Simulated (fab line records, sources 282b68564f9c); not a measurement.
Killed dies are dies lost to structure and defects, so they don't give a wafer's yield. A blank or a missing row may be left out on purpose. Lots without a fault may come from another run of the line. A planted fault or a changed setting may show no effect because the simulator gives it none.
fab line records | flow rit_cmos
record lots=7 wafers=21 last_day=6
route steps=202 shown PWELL@44 WELLDRIVE@50 NWELL@51 NRETRO@53 M1@202
lots that met no fault: from a run of the same line without faults
start_h: hours from the record's first day to the start of the lot's first wafer shown | wait_h: hours since the lot's step before | " the same as in the row above | L1.1+2: a row that stands for several wafers | - no value, or no start given | * or withheld: withheld | < > ~ a bound
route shown NAME@n: a module of which the file shows steps, and the number in the route of the first | usual: mean/standard deviation of fault-free wafers | same: alike in all rows | chamber/n: place in a boat | sites: the reading at each site | _std_site: their standard deviation | _edge_site: outer sites' mean less inner sites' | radius_mm: how far each site lies from the wafer's centre | mask NAME#n: copy n | behind: the tool/chamber that last shaped the wafer | hold: why the lot was held/for how many hours/how that ended | device: the transistor (n, p or np) that didn't switch | end of line: the same wafers' tests at the end of the route | a step without rows: its recipe alone | killed: dies lost to structure and defects at the first sort, not the wafer's yield | map: a wafer's dies, x killed, . not, _ none there
set.NAME: the setting as run; set.NAME@STEP: as run at that earlier step | model.NAME: the simulator's own value behind a step, which no gauge read
lots at some steps of the route; a table a step, a row a wafer
services: from which hour (start_h, from the record's first day; less than 0 if before it) a tool's chamber was out of use, for how many hours, and why
## steps
# step RIT_PWELL_DEVELOP_05
# recipe resist=NOVOLAK develop_time_s=68 dev_temp_c=23
# step RIT_PWELL_OVL_MEAS_06
# usual PWELL_OVL=-0.2/1.5
# columns lot.wafer tool chamber start_h wait_h PWELL_OVL[nm]
L746.1 overlay-01 - 22.31 - -0.5
L746.2 " - " " 1.3
L746.4 " - " " -0.2
L747.2 overlay-02 - 26.88 - -1.5
L747.3 " - " " -1.0
L747.4 " - " " -1.6
L750.1 overlay-01 - 48.87 - 0.3
L750.5 " - " " 2.3
L750.6 " - " " 2.0
L752.1 overlay-01 - 54.30 - 0.6
L752.2 " - " " 0.3
L752.5 " - " " 1.9
L753.1 overlay-01 - 58.10 - 1.7
L753.2 " - " " -0.2
L753.5 " - " " 0.7
L760.1 overlay-01 - 93.47 - 0.5
L760.3 " - " " 1.1
L760.4 " - " " -0.7
L763.1 overlay-01 - 107.21 - -0.4
L763.5 " - " " 2.2
L763.6 " - " " 0.8
# step RIT_PWELL_HARDBAKE_07
# recipe resist=NOVOLAK temp_c=140 time_s=120
# step RIT_PWELL_IMPLANT_08
# recipe species=B energy_kev=170 dose_cm2=6.857e+13 tilt_deg=7
# step RIT_PWELL_STRIP_09
# recipe chemistry=O2 time_s=180 resist=NOVOLAK platen_temp_c=withheld power_w=500 pressure_mtorr=4000 o2_flow_sccm=4000
# usual drypump_motor_current_A=5.8/0.55
# columns lot.wafer tool chamber start_h wait_h drypump_motor_current_A rf_hours_counter_h
L746.1 plasma_asher-02 0 22.75 0.1 6.7 39
L746.2 " 1 " " 5.9 39
L746.4 " 1 " " 5.9 -
L747.2 plasma_asher-04 1 27.31 0.1 5.3 24
L747.3 " 1 " " 5.3 -
L747.4 " 0 " " 5.7 -
L750.1 plasma_asher-03 1 49.31 0.1 6.2 38
L750.5 " 1 " " 6.3 -
L750.6 " 0 " " 4.9 -
L752.1 plasma_asher-02 0 54.74 0.1 6.6 42
L752.2 " 1 " " 5.9 42
L752.5 " 0 " " 6.6 -
L753.1 plasma_asher-02 0 58.54 0.1 6.7 42
L753.2 " 1 " " 5.9 42
L753.5 " 0 " " 6.6 -
L760.1 plasma_asher-04 1 93.90 0.1 5.3 31
L760.3 " 0 " " 5.7 -
L760.4 " 1 " " 5.3 -
L763.1 plasma_asher-04 0 107.65 0.1 5.7 32
L763.5 " 1 " " 5.3 -
L763.6 " 0 " " 5.7 -
# step RIT_PWELL_TW_MEAS_10
# usual PWELL_TW=946/7.6
# columns lot.wafer tool chamber start_h wait_h PWELL_TW
L746.1 film_metro-01 - 22.92 0.1 947
L746.2 " - " " 941
L746.4 " - " " 945
L747.2 film_metro-04 - 27.50 0.1 943
L747.3 " - " " 942
L747.4 " - " " 947
L750.1 film_metro-04 - 49.48 0.1 946
L750.5 " - " " 948
L750.6 " - " " 947
L752.1 film_metro-01 - 54.92 0.1 929
L752.2 " - " " 933
L752.5 " - " " 936
L753.1 film_metro-04 - 58.71 0.1 937
L753.2 " - " " 941
L753.5 " - " " 945
L760.1 film_metro-03 - 94.08 0.1 954
L760.3 " - " " 954
L760.4 " - " " 961
L763.1 film_metro-04 - 107.82 0.1 944
L763.5 " - " " 941
L763.6 " - " " 947
# step RIT_WELLDRIVE_ANNEAL_00
# recipe temp_c=1100 time_s=14700 ambient=N2
# step RIT_WELLDRIVE_RS_MEAS_01
# recipe thk_meas_gauge=four-point-probe
# usual NWELL_RS=275.4/0.92
# columns lot.wafer tool chamber start_h wait_h NWELL_RS[ohm/sq]
L746.1 film_metro-03 - 28.07 0.0 275.2
L746.2 " - " " 275.0
L746.4 " - " " 274.6
L747.2 film_metro-04 - 34.48 0.0 277.2
L747.3 " - " " 277.0
L747.4 " - " " 277.3
L750.1 film_metro-04 - 54.63 0.0 276.3
L750.5 " - " " 275.5
L750.6 " - " " 275.6
L752.1 film_metro-04 - 60.06 0.0 275.2
L752.2 " - " " 275.3
L752.5 " - " " 275.4
L753.1 film_metro-04 - 63.85 0.0 274.8
L753.2 " - " " 274.6
L753.5 " - " " 274.3
L760.1 film_metro-03 - 99.25 0.0 274.4
L760.3 " - " " 274.4
L760.4 " - " " 274.7
L763.1 film_metro-01 - 112.97 0.0 276.4
L763.5 " - " " 276.5
L763.6 " - " " 275.3
# step RIT_WELLDRIVE_RS_MEAS_02
# recipe thk_meas_gauge=four-point-probe
# usual PWELL_RS=435.1/1.3
# columns lot.wafer tool chamber start_h wait_h PWELL_RS[ohm/sq]
L746.1 film_metro-03 - 28.19 0.1 435.5
L746.2 " - " " 436.3
L746.4 " - " " 434.9
L747.2 film_metro-04 - 34.60 0.1 434.2
L747.3 " - " " 434.9
L747.4 " - " " 435.7
L750.1 film_metro-04 - 54.75 0.1 432.9
L750.5 " - " " 432.8
L750.6 " - " " 433.4
L752.1 film_metro-04 - 60.18 0.1 435.2
L752.2 " - " " 436.6
L752.5 " - " " 435.7
L753.1 film_metro-04 - 63.97 0.1 436.0
L753.2 " - " " 437.4
L753.5 " - " " 434.9
L760.1 film_metro-03 - 99.37 0.1 434.7
L760.3 " - " " 435.9
L760.4 " - " " 436.6
L763.1 film_metro-01 - 113.09 0.1 434.7
L763.5 " - " " 433.7
L763.6 " - " " 433.5
# step RIT_NRETRO_HMDS_00
# recipe prime_time_s=60 prime_temp_c=140
# step RIT_NRETRO_COAT_01
# recipe resist=NOVOLAK spin_rpm=2000 resist_thk_nm=1300
# step RIT_NRETRO_SOFTBAKE_02
# recipe resist=NOVOLAK temp_c=90 time_s=60
# step RIT_NRETRO_EXPOSE_03
# recipe mask_id=M4 na=0.57 target_cd_nm=43900 dose_mj=250
# columns lot.wafer tool chamber start_h wait_h mask model.NRETRO.overlay_x_nm
L746.1+2+4 iline_stepper-02 0 28.88 0.2 M4#0 -1.028
L747.2+3+4 iline_stepper-01 0 35.30 0.2 M4#0 0.03628
L750.1+5+6 iline_stepper-01 0 55.32 0.1 M4#0 8203
L752.1+2+5 iline_stepper-01 0 60.88 0.2 M4#0 8203
L753.1+2+5 iline_stepper-01 0 64.63 0.1 M4#0 8203
L760.1+3+4 iline_stepper-02 0 99.94 0.1 M4#0 -0.2286
L763.1+5+6 iline_stepper-02 0 113.78 0.2 M4#0 0.0769
# step RIT_NRETRO_PEB_04
# recipe resist=NOVOLAK temp_c=withheld time_s=withheld
# step RIT_NRETRO_DEVELOP_05
# recipe resist=NOVOLAK develop_time_s=68 dev_temp_c=23
# step RIT_NRETRO_OVL_MEAS_06
# usual NRETRO_OVL=-0.6/1.5
# columns lot.wafer tool chamber start_h wait_h NRETRO_OVL[nm]
L746.1 overlay-01 - 29.31 - -0.1
L746.2 " - " " -1.3
L746.4 " - " " -1.3
L747.2 overlay-01 - 35.71 - -0.6
L747.3 " - " " -0.8
L747.4 " - " " -1.6
L750.1 overlay-01 - 55.75 - -
L750.5 " - " " -
L750.6 " - " " -
L752.1 overlay-01 - 61.31 - -
L752.2 " - " " -
L752.5 " - " " -
L753.1 overlay-02 - 65.06 - -
L753.2 " - " " -
L753.5 " - " " -
L760.1 overlay-01 - 100.37 - 2.6
L760.3 " - " " -1.0
L760.4 " - " " 0.8
L763.1 overlay-01 - 114.21 - -0.1
L763.5 " - " " 0.3
L763.6 " - " " 1.4
# step RIT_NRETRO_HARDBAKE_07
# recipe resist=NOVOLAK temp_c=140 time_s=120
# step RIT_M1_PROBE_99
# usual killed_at_M0_to_M3=0.0/0.2 killed_at_contacts=0.2/0.38 killed_at_front_end=6.7/3 killed_dies=6.9/3 killed_on_rim=1.8/1.4 killed_open=3.5/1.9 killed_short=3.3/2
# same gross_dies=264 killed_at_M4_up=0 killed_at_back_side=0 killed_at_other=0
# columns lot.wafer tool chamber start_h wait_h killed_at_M0_to_M3 killed_at_contacts killed_at_front_end killed_dies killed_on_rim killed_open killed_short model.etest.pmos_0p3.r_on_ohm_um model.etest.pmos_turned.r_on_ohm_um model.etest.pmos_0p15.r_on_ohm_um model.etest.nmos_0p3.r_on_ohm_um model.etest.nmos_turned.drive_ua_um model.etest.nmos_0p15.r_on_ohm_um model.etest.nmos_0p15.drive_ua_um model.etest.pmos_0p15.drive_ua_um
L746.1 prober-02 - 64.08 0.1 0 0 5 5 0 2 3 5870 3153 2599 2088 368.4 1110 493.2 276.3
L746.2 prober-02 - 64.13 0.1 0 0 2 2 1 1 1 5823 3094 2543 2074 369 1103 501.6 282.4
L746.4 prober-02 - 64.23 0.2 0 0 7 7 1 4 3 5916 3120 2578 2038 359.7 1068 493.8 275.6
L747.2 prober-02 - 65.46 0.1 0 0 3 3 1 2 1 6397 3714 2967 2246 296.8 1259 448.1 243.2
L747.3 prober-02 - 65.51 0.2 0 0 6 6 2 3 3 6176 3407 2717 2129 320.9 1093 476.6 259.4
L747.4 prober-02 - 65.56 0.2 0 0 1 1 0 0 1 6272 3493 2825 2170 327.1 1154 457.3 250.6
L750.1 prober-01 - 86.61 0.1 0 0 264 264 70 2 3 5244 2789 2341 1961 418.2 1070 559.6 341.4
L750.5 prober-01 - 86.81 0.2 0 0 264 264 70 5 5 5226 2753 2282 1905 419.5 1006 561.8 340.8
L750.6 prober-01 - 86.86 0.2 0 0 264 264 70 2 2 5235 2783 2313 1927 419.6 1041 565.5 344.4
L752.1 prober-01 - 89.58 0.1 0 1 263 264 70 1 4 5132 2785 2369 1934 437.5 1110 558.6 341.1
L752.2 prober-01 - 89.63 0.1 0 1 263 264 70 3 4 5087 2761 2318 1858 441 1028 565.9 340.9
L752.5 prober-01 - 89.78 0.2 0 0 264 264 70 2 0 5158 2806 2382 1905 429.4 1068 549 334.7
L753.1 prober-02 - 93.89 0.1 1 0 263 264 70 3 5 5020 2698 2281 1870 465.5 1037 580.7 352.5
L753.2 prober-02 - 93.94 0.1 1 0 263 264 70 5 4 5082 2690 2266 1844 467.7 978.9 595.2 354.6
L753.5 prober-02 - 94.09 0.2 1 0 263 264 70 4 2 5034 2680 2259 1838 466.5 997.9 590.5 352
L760.1 prober-01 - 128.37 0.1 0 0 4 4 2 1 3 6378 3505 2800 2123 329.1 1075 472 246.2
L760.3 prober-01 - 128.47 0.2 0 0 8 8 1 3 5 6394 3542 2824 2114 326.8 1124 475.9 249.3
L760.4 prober-01 - 128.52 0.2 0 0 3 3 1 2 1 6429 3625 2913 2174 325.7 1202 474.3 247
L763.1 prober-02 - 141.25 0.1 0 0 4 4 1 3 1 6486 3510 2831 2232 302.6 1166 430.3 242.7
L763.5 prober-02 - 141.45 0.2 0 0 8 8 1 3 5 6529 3564 2875 2267 296.3 1200 420.6 236.7
L763.6 prober-02 - 141.50 0.2 0 0 6 6 1 1 5 6526 3516 2860 2247 296.8 1169 427.5 237.8
# killed by level:class
L746.1 REOX:geometric_particle:short=2 FOX2:geometric_particle:open=1 REOX:geometric_particle:open=1 SPACER:geometric_particle:short=1
L746.2 GATE:geometric_particle:open=1 GATE:geometric_particle:short=1
L746.4 GATE:geometric_particle:short=2 FOX1:geometric_particle:open=1 FOX1:geometric_particle:short=1 GATE:geometric_particle:open=1 SPACER:geometric_particle:open=1 SILICIDE:geometric_particle:open=1
L747.2 GATE:geometric_particle:open=2 FOX2:geometric_particle:short=1
L747.3 FOX1:geometric_particle:open=1 FOX2:geometric_particle:open=1 GATE:geometric_particle:short=1 GATE:geometric_particle:open=1 REOX:geometric_particle:short=1 SILICIDE:geometric_particle:short=1
L747.4 SILICIDE:geometric_particle:short=1
L750.1 NRETRO:overlay=259 FOX2:geometric_particle:short=2 FOX2:geometric_particle:open=1 REOX:geometric_particle:open=1 SILICIDE:geometric_particle:short=1
L750.5 NRETRO:overlay=254 GATE:geometric_particle:open=3 FOX1:geometric_particle:short=1 GATE:geometric_particle:short=1 REOX:geometric_particle:short=1 SPACER:geometric_particle:short=1 SPACER:geometric_particle:open=1 SILICIDE:geometric_particle:short=1
L750.6 NRETRO:overlay=260 SPACER:geometric_particle:short=2 FOX1:geometric_particle:open=1 GATE:geometric_particle:open=1
L752.1 NRETRO:overlay=259 GATE:geometric_particle:short=2 FOX1:geometric_particle:open=1 REOX:geometric_particle:short=1 CONTACT:geometric_particle:short=1
L752.2 NRETRO:overlay=257 GATE:geometric_particle:short=2 FOX1:geometric_particle:open=1 REOX:geometric_particle:short=1 SPACER:geometric_particle:open=1 SPACER:geometric_particle:short=1 CONTACT:geometric_particle:open=1
L752.5 NRETRO:overlay=262 FOX1:geometric_particle:open=1 GATE:geometric_particle:open=1
L753.1 NRETRO:overlay=255 GATE:geometric_particle:short=3 FOX2:geometric_particle:open=1 GATE:geometric_particle:open=1 REOX:geometric_particle:open=1 SPACER:geometric_particle:short=1 SILICIDE:geometric_particle:short=1 M1:coat_microbubble_printed=1
L753.2 NRETRO:overlay=254 SILICIDE:geometric_particle:short=3 GATE:geometric_particle:open=2 SPACER:geometric_particle:open=2 REOX:geometric_particle:short=1 SILICIDE:geometric_particle:open=1 M1:coat_microbubble_printed=1
L753.5 NRETRO:overlay=257 FOX2:geometric_particle:open=1 GATE:geometric_particle:short=1 GATE:geometric_particle:open=1 SPACER:geometric_particle:open=1 SILICIDE:geometric_particle:short=1 SILICIDE:geometric_particle:open=1 M1:coat_microbubble_printed=1
L760.1 GATE:geometric_particle:short=2 FOX1:geometric_particle:open=1 SPACER:geometric_particle:short=1
L760.3 GATE:geometric_particle:short=2 REOX:geometric_particle:open=2 SPACER:geometric_particle:short=2 FOX2:geometric_particle:short=1 GATE:geometric_particle:open=1
L760.4 FOX1:geometric_particle:short=1 GATE:geometric_particle:open=1 REOX:geometric_particle:open=1
L763.1 SPACER:geometric_particle:open=2 FOX1:geometric_particle:open=1 SILICIDE:geometric_particle:short=1
L763.5 FOX1:geometric_particle:open=2 SPACER:geometric_particle:short=2 FOX2:geometric_particle:short=1 GATE:geometric_particle:short=1 REOX:geometric_particle:short=1 SPACER:geometric_particle:open=1
L763.6 GATE:geometric_particle:short=2 FOX1:geometric_particle:short=1 FOX2:geometric_particle:open=1 REOX:geometric_particle:short=1 SILICIDE:geometric_particle:short=1
# map L750.1 (x killed, . not)
________xxxxxxx_______
_____xxxxxxxxxxxxx____
____xxxxxxxxxxxxxxx___
___xxxxxxxxxxxxxxxxx__
__xxxxxxxxxxxxxxxxxxx_
__xxxxxxxxxxxxxxxxxxx_
_xxxxxxxxxxxxxxxxxxxxx
_xxxxxxxxxxxxxxxxxxxxx
_xxxxxxxxxxxxxxxxxxxxx
_xxxxxxxxxxxxxxxxxxxxx
__xxxxxxxxxxxxxxxxxxx_
__xxxxxxxxxxxxxxxxxxx_
___xxxxxxxxxxxxxxxxx__
____xxxxxxxxxxxxxxx___
_____xxxxxxxxxxxxx____
________xxxxxxx_______
# map L752.1 (x killed, . not)
________xxxxxxx_______
_____xxxxxxxxxxxxx____
____xxxxxxxxxxxxxxx___
___xxxxxxxxxxxxxxxxx__
__xxxxxxxxxxxxxxxxxxx_
__xxxxxxxxxxxxxxxxxxx_
_xxxxxxxxxxxxxxxxxxxxx
_xxxxxxxxxxxxxxxxxxxxx
_xxxxxxxxxxxxxxxxxxxxx
_xxxxxxxxxxxxxxxxxxxxx
__xxxxxxxxxxxxxxxxxxx_
__xxxxxxxxxxxxxxxxxxx_
___xxxxxxxxxxxxxxxxx__
____xxxxxxxxxxxxxxx___
_____xxxxxxxxxxxxx____
________xxxxxxx_______
## services
# columns tool chamber start_h hours kind
iline_stepper-02 - 47.82 4.0 repair
plasma_asher-04 - 56.96 2.5 repair
## key
first_sign step=RIT_NRETRO_OVL_MEAS_06 reading=NRETRO_OVL direction=missing
effect step=RIT_M1_PROBE_99 reading=killed_dies direction=up sigmas=86 usual=6.9 struck=264
model_effect step=RIT_NRETRO_EXPOSE_03 value=NRETRO.overlay_x_nm without=-0.1877 struck=8203
model_effect step=RIT_M1_PROBE_99 value=etest.pmos_0p3.r_on_ohm_um without=6410 struck=5135
more_kills_born_at RIT_NRETRO_EXPOSE_03@iline_stepper-01=2317
met_at RIT_NRETRO_EXPOSE_03
struck_wafers L750.1,L750.5,L750.6,L752.1,L752.2,L752.5,L753.1,L753.2,L753.5
tester_left_out L750,L752,L753
onset_between 35.30 55.32
fault kind=scanner_matching_overlay tool=iline_stepper-01 chamber=- onset_h=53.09 steps=RIT_NRETRO_EXPOSE_03 offset=8203.3
# tester_left_out: of these lots the tester's yield and bins aren't shown, on N5 and GAA mostly nor the transistor test; their killed dies are dies lost to structure and defects alone, not to doping, threshold or leakage, so they don't give the yield
